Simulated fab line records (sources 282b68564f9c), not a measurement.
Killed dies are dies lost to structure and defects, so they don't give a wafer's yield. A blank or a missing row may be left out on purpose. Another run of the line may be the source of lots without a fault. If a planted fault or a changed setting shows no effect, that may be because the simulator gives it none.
2 desks, one fault | flow rit_cmos | every desk sees just its own numbers, and what lay behind them comes last

METROLOGY DESK
What the gauges read, lot by lot, whatever tool the lot ran on: means of the sampled wafers that have a number. Any lot whose mean is over 4 standard deviations away from the usual mean is out of limits and marked OUT; that distance is given in the brackets.
Columns: A = CONTACT_TEOS_THK at RIT_CONTACT_THK_MEAS_01, usual 398 nm; B = cd_nm at RIT_CONTACT_CD_MEAS_08, usual 999.7 nm; C = CONTACT_OVL at RIT_CONTACT_OVL_MEAS_09, usual -0.7 nm
lot  | first seen here | A   | B      | C
L228 | day 3 04:34     | 395 | 995.2  | 0.8
L233 | day 4 05:35     | 398 | 998.1  | -1.7
L237 | day 5 09:06     | 398 | 1001.1 | 0.8
L241 | day 5 21:01     | 397 | 999.5  | 0.9
L242 | day 6 02:33     | 402 | 1000.2 | 0.5
L251 | day 7 21:35     | 401 | 1002.1 | -1.8
This desk found nothing out of limits on any of the 6 lots.

THE TOOL OWNER'S DESK: rie_diel-04
The tool's own readings at RIT_CONTACT_ETCH_11 (etches SiO2 in CHF3/CF4/Ar, stops on TiSi2, target depth 480 nm, time 320 s): means of the sampled wafers that have a number, for each lot that ran on this tool. Any lot whose mean is over 4 standard deviations away from the usual mean is out of limits and marked OUT; that distance is given in the brackets.
Columns: A = drypump_motor_current_A at RIT_CONTACT_ETCH_11, usual 5.8 A; B = oes_product_au at RIT_CONTACT_ETCH_11, usual 0.990 a.u.; C = throttle_valve_pct at RIT_CONTACT_ETCH_11, usual 8.77 %
lot  | first seen here | A   | B     | C
L233 | day 4 06:55     | 6.0 | 0.975 | 8.79
L237 | day 5 10:33     | 5.5 | 0.979 | 8.80
L242 | day 6 03:53     | 6.1 | 0.978 | 8.76
This desk found nothing out of limits on any of the 3 lots.

TAKEN TOGETHER
From the metrology desk's view, nothing was out of limits.
Nothing out of limits was seen by the tool owner's desk.

WHAT WAS PUT IN BY THE SIMULATOR
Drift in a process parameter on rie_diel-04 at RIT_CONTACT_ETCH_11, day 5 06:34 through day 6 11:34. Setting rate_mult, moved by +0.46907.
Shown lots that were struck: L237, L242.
